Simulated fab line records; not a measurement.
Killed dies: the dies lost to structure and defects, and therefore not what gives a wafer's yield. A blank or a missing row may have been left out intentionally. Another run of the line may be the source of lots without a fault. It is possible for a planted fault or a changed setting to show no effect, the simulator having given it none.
Which tool did it? / flow rit cmos / 7 lots, 21 wafers sampled, at 2 steps of a route of 202

## WHAT THE GAUGES SHOWED, per wafer
RIT_M1_CD_MEAS_09: the cd target is 2600 nm.
lot=L547; measured=day 3 22:53; on=cd sem-01; cd nm (nm)=2599.0 2599.7 2599.4
lot=L550; measured=day 4 14:59; on=cd sem-01; cd nm (nm)=2600.0 2600.1 2597.1
lot=L557; measured=day 5 22:39; on=cd sem-01; cd nm (nm)=2599.2 2599.9 2599.4
lot=L559; measured=day 6 05:13; on=cd sem-01; cd nm (nm)=- - -
lot=L563; measured=day 7 06:21; on=cd sem-02; cd nm (nm)=2601.5 2602.1 2603.2
lot=L565; measured=day 7 16:20; on=cd sem-02; cd nm (nm)=2601.5 2600.9 2601.4
lot=L568; measured=day 8 06:43; on=cd sem-02; cd nm (nm)=2596.9 2596.7 2599.8

## WHICH TOOL RAN EACH LOT (tool, then ch and the chambers of the sampled wafers, then the start)
lot=L547; RIT_M1_COAT_04=litho track-04 ch 0, day 3 22:09
lot=L550; RIT_M1_COAT_04=litho track-04 ch 0, day 4 13:44
lot=L557; RIT_M1_COAT_04=litho track-04 ch 0, day 5 21:55
lot=L559; RIT_M1_COAT_04=litho track-01, day 6 04:22
lot=L563; RIT_M1_COAT_04=litho track-03 ch 0, day 7 05:29
lot=L565; RIT_M1_COAT_04=litho track-03 ch 0, day 7 15:28
lot=L568; RIT_M1_COAT_04=litho track-03 ch 0, day 8 05:51
- RIT_M1_COAT_04: resist thk 1300 nm.

## THE ANSWER, worked out from the rows above alone
Rule: the lots themselves supply what counts as usual. Put in order of their means at a reading, lots are off if they are a third of the lots or fewer, leave a main group of 4 or more, and stand apart from it by a gap of 3 or more times the standard deviation of the main group's means; of several such gaps the widest counts. A main group whose means are all the same, to the digits that the tables above print for the reading, isn't used. A lot without any number at a reading at which 4 lots or more have one is off too. Any other lot the step has rows for is counted as sound.
Off: L559, at RIT_M1_CD_MEAS_09 (cd nm). Without a number there: L559. The main group has a mean of 2599.9 nm with a standard deviation of 1.5.
If a tool, at a process step before that reading, ran all the lots that are off and no sound lot after the first of them, it fits. Gauges at RIT_M1_CD_MEAS_09: tried the same way as those tools. This does not decide it: 2 tools fit, namely litho track-01 at RIT_M1_COAT_04 and cd sem-01 at RIT_M1_CD_MEAS_09.

## WHAT THE SIMULATOR HAD PUT IN
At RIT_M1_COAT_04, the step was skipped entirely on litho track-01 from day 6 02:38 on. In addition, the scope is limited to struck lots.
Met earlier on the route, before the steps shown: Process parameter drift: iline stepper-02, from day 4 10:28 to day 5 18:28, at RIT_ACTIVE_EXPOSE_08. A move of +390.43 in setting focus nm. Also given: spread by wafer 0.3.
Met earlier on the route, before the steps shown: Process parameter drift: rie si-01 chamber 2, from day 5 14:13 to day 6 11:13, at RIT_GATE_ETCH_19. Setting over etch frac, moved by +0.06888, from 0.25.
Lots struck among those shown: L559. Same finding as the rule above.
